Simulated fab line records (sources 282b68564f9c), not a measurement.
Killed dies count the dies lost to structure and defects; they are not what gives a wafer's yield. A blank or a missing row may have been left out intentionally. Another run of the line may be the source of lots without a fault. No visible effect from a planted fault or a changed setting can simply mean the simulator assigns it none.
The tool behind it: which one? | flow ritCmos | 42 wafers from 14 lots sampled at 3 of the route's 202 steps

WHAT THE GAUGES READ, wafer by wafer
RIT_SDANNEAL_RS_MEAS_06: measures by four-point-probe.
lot  | measured    | on           | PLDD_RS (ohm/sq)
L318 | day 3 05:31 | filmMetro-01 | 179.3 178.6 178.5
L319 | day 3 07:34 | filmMetro-02 | 179.6 179.7 179.4
L320 | day 3 16:55 | filmMetro-02 | 178.5 178.4 178.7
L321 | day 3 18:26 | filmMetro-01 | 179.3 179.0 179.2
L322 | day 3 22:22 | filmMetro-03 | 178.8 178.7 179.2
L323 | day 4 06:14 | filmMetro-03 | 178.1 177.7 178.8
L327 | day 4 22:58 | filmMetro-02 | 179.1 179.5 179.2
L329 | day 5 12:35 | filmMetro-01 | 178.7 179.0 178.9
L331 | day 5 20:02 | filmMetro-01 | 178.6 179.0 178.7
L332 | day 6 02:04 | filmMetro-03 | 179.2 179.0 179.3
L338 | day 7 05:03 | filmMetro-03 | 177.0 176.7 176.5 176.8 176.9 176.9
L339 | day 7 11:04 | filmMetro-03 | 176.6 177.3 177.0 176.7 177.4 177.2
L340 | day 7 16:44 | filmMetro-02 | 179.3 178.7 178.9
L341 | day 7 22:00 | filmMetro-02 | 178.4 178.5 178.7

RIT_SDANNEAL_RS_MEAS_07: measures by four-point-probe.
lot  | measured    | on           | NLDD_RS (ohm/sq)
L318 | day 3 05:38 | filmMetro-01 | 152.3 151.7 151.8
L319 | day 3 07:41 | filmMetro-02 | 152.3 151.1 151.3
L320 | day 3 17:02 | filmMetro-02 | 151.7 151.8 152.1
L321 | day 3 18:34 | filmMetro-01 | 151.9 151.6 151.9
L322 | day 3 22:29 | filmMetro-03 | 150.9 150.3 150.8
L323 | day 4 06:22 | filmMetro-03 | 150.8 150.9 150.8
L327 | day 4 23:05 | filmMetro-02 | 151.2 151.8 151.4
L329 | day 5 12:42 | filmMetro-01 | 152.0 151.7 151.5
L331 | day 5 20:09 | filmMetro-01 | 151.9 151.2 150.8
L332 | day 6 02:11 | filmMetro-03 | 151.4 151.1 151.3
L338 | day 7 07:31 | filmMetro-03 | 151.8 151.7 151.4
L339 | day 7 13:15 | filmMetro-03 | 151.1 151.2 151.2
L340 | day 7 16:52 | filmMetro-02 | 151.1 150.7 150.4
L341 | day 7 22:07 | filmMetro-02 | 151.1 151.1 151.3

TOOL THAT RAN EACH LOT (tool first, then ch and the chambers of the sampled wafers, then the start)
lot  | RIT_PLDD_IMPLANT_08
L318 | implanter-02 ch 0, day 2 23:07
L319 | implanter-01 ch 0, day 3 00:29
L320 | implanter-01 ch 0, day 3 10:17
L321 | implanter-04 ch 0, day 3 11:52
L322 | implanter-02 ch 0, day 3 15:43
L323 | implanter-01 ch 0, day 3 23:36
L327 | implanter-02 ch 0, day 4 16:26
L329 | implanter-02 ch 0, day 5 04:13
L331 | implanter-01 ch 0, day 5 13:29
L332 | implanter-04 ch 0, day 5 19:14
L338 | implanter-04 ch 0, day 6 22:32
L339 | implanter-04 ch 0, day 7 04:26
L340 | implanter-02 ch 0, day 7 09:17
L341 | implanter-02 ch 0, day 7 14:40
- RIT_PLDD_IMPLANT_08

AS READ BY THE TOOLS THEMSELVES (means over the sampled wafers that have a number; for cases with no such wafer, the mark the record gives instead)
RIT_PLDD_IMPLANT_08.
lot  | tool         | beamEnergyKeV | tiltDeg (degrees)
L318 | implanter-02 | 19.994        | 7.017
L319 | implanter-01 | 20.000        | 6.998
L320 | implanter-01 | 20.000        | 7.001
L321 | implanter-04 | 19.997        | 6.988
L322 | implanter-02 | 20.005        | 7.015
L323 | implanter-01 | 20.005        | 6.985
L327 | implanter-02 | 19.991        | 7.000
L329 | implanter-02 | 19.996        | 6.997
L331 | implanter-01 | 19.996        | 7.012
L332 | implanter-04 | 20.000        | 6.991
L338 | implanter-04 | 20.530        | 7.018
L339 | implanter-04 | 20.533        | 7.004
L340 | implanter-02 | 20.001        | 7.003
L341 | implanter-02 | 20.000        | 7.017

THE ANSWER, worked out from the rows above alone
Rule: the usual values come from the lots themselves. Put in order of their means at a reading, lots are off if they are a third of the lots or fewer, leave a main group of 4 or more, and stand apart from it by a gap of 3 or more times the standard deviation of the main group's means; of several such gaps the widest counts. A main group is skipped when, at the precision printed for the reading in the tables above, its means are all equal. A lot without any number at a reading at which 4 lots or more have one is off too. Where the step has rows for the other lots, those lots are counted as sound. After the gauges, taken in route order, come the tools' own readings; for these a lot's mean is taken, as printed above. At the first step where some lot is off, the reading lying furthest off is the one used; lots without a number count as furthest.
Off: L338, L339, seen at RIT_SDANNEAL_RS_MEAS_06 (PLDD_RS). For the main group the mean is 178.9 ohm/sq and the standard deviation 0.36.
If a tool, at a process step before that reading, ran all the lots that are off and no sound lot after the first of them, it fits. Not tried: the gauges at RIT_SDANNEAL_RS_MEAS_06; whatever is off there is also off at RIT_PLDD_IMPLANT_08, on other tools, and gauge error can't account for it. One fits: implanter-04 at RIT_PLDD_IMPLANT_08. A fault onset in the window from L332 (day 5 19:14, its last sound lot) to L338 (day 6 22:32, its first lot off) fits.
The tool's own readings at RIT_PLDD_IMPLANT_08 bear it out: on the lots that are off they differ by more than 5 times the standard deviation of the sound lots' means. beamEnergyKeV reads 20.532 there against 19.999 on the sound lots.

WHAT THE SIMULATOR HAD PUT IN
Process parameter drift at RIT_PLDD_IMPLANT_08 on implanter-04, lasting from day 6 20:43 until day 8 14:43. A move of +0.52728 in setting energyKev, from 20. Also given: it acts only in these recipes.
Shown lots that were struck: L338, L339. The rule given above showed the same thing.
